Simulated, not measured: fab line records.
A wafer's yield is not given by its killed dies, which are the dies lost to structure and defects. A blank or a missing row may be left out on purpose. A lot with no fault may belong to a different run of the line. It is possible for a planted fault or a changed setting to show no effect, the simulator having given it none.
Check for tools in common | flow berkeley-cmos170 | 42 wafers sampled across 14 lots

== THE REASON FOR OPENING IT ==
At UCB170_NLDD_TW_MEAS_11 the reading NLDD_TW is flagged on 2 of 14 lots. No-fault wafers: 2218, standard deviation 21.
Rule: a lot is flagged when every wafer of it that has a number lies more than 4 standard deviations from that mean, or none has a number. As for the other lots, they are considered sound.

lot  | measured     | on            | NLDD_TW, wafer by wafer | flag
L303 | day 7 02:16  | film-metro-02 | 2215 2220 2220          |
L302 | day 7 02:28  | film-metro-03 | 2230 2229 2226          |
L307 | day 8 04:47  | film-metro-02 | 2225 2216 2220          |
L305 | day 8 05:53  | film-metro-04 | 2190 2179 2200          |
L310 | day 8 20:56  | film-metro-02 | 2224 2216 2229          |
L312 | day 9 18:46  | film-metro-02 | 2462 2469 2463          | FLAGGED
L315 | day 9 23:35  | film-metro-03 | 2244 2251 2249          |
L314 | day 9 23:48  | film-metro-02 | 2468 2464 2468          | FLAGGED
L318 | day 10 16:07 | film-metro-04 | 2188 2180 2190          |
L317 | day 10 16:44 | film-metro-02 | 2233 2230 2217          |
L323 | day 12 08:19 | film-metro-03 | 2240 2223 2235          |
L322 | day 12 08:35 | film-metro-02 | 2218 2221 2228          |
L324 | day 12 19:42 | film-metro-03 | 2238 2238 2230          |
L325 | day 12 19:59 | film-metro-02 | 2217 2227 2218          |
The numbers of the flagged lots are 2466 on average: +248 against the usual, or +12 standard deviations.

== WHICH TOOL RAN EACH LOT ==
The record keeps 1 process step preceding the reading, out of 331 steps on the route. In each cell: the tool, then ch and the chambers that the sampled wafers went through, then the start.
lot  | flag    | UCB170_NLDD_IMPLANT_09
L303 |         | implanter-03 ch 0, day 7 02:02
L302 |         | implanter-04 ch 0, day 7 02:13
L307 |         | implanter-01 ch 0, day 8 04:32
L305 |         | implanter-04 ch 0, day 8 05:38
L310 |         | implanter-01 ch 0, day 8 20:41
L312 | FLAGGED | implanter-01 ch 0, day 9 18:09
L315 |         | implanter-01 ch 0, day 9 23:20
L314 | FLAGGED | implanter-03 ch 0, day 9 23:14
L318 |         | implanter-03 ch 0, day 10 15:52
L317 |         | implanter-01 ch 0, day 10 16:29
L323 |         | implanter-04 ch 0, day 12 08:04
L322 |         | implanter-01 ch 0, day 12 08:20
L324 |         | implanter-04 ch 0, day 12 19:27
L325 |         | implanter-01 ch 0, day 12 19:45
What the steps here do:
- UCB170_NLDD_IMPLANT_09
- UCB170_NLDD_TW_MEAS_11

== FLAGGED OVER TOTAL, TOOL BY TOOL (the gauges that took the reading come last) ==
step                   | tool          | lots run | flagged | share of the flagged lots | sound lots run after its first flagged lot
UCB170_NLDD_IMPLANT_09 | implanter-01  | 7        | 1       | some                      | 4 (L315,L317,L322,L325)
UCB170_NLDD_IMPLANT_09 | implanter-03  | 3        | 1       | some                      | 1 (L318)
UCB170_NLDD_IMPLANT_09 | implanter-04  | 4        | 0       | none                      | -
UCB170_NLDD_TW_MEAS_11 | film-metro-02 | 8        | 2       | all                       | 3 (L317,L322,L325)
UCB170_NLDD_TW_MEAS_11 | film-metro-03 | 4        | 0       | none                      | -
UCB170_NLDD_TW_MEAS_11 | film-metro-04 | 2        | 0       | none                      | -

== WHAT THE TABLE ALLOWS ==
All flagged lots share 1 row of the table, namely film-metro-02 at UCB170_NLDD_TW_MEAS_11.
- film-metro-02 at UCB170_NLDD_TW_MEAS_11: 2 of its 8 lots flagged. Lots that were sound ran on it after the first flagged one (L317, L322, L325); a persistent fault on the entire tool would not allow that.
Not one row of the table ran every flagged lot while running no sound lot after the first.

== WHAT WAS PUT IN BY THE SIMULATOR ==
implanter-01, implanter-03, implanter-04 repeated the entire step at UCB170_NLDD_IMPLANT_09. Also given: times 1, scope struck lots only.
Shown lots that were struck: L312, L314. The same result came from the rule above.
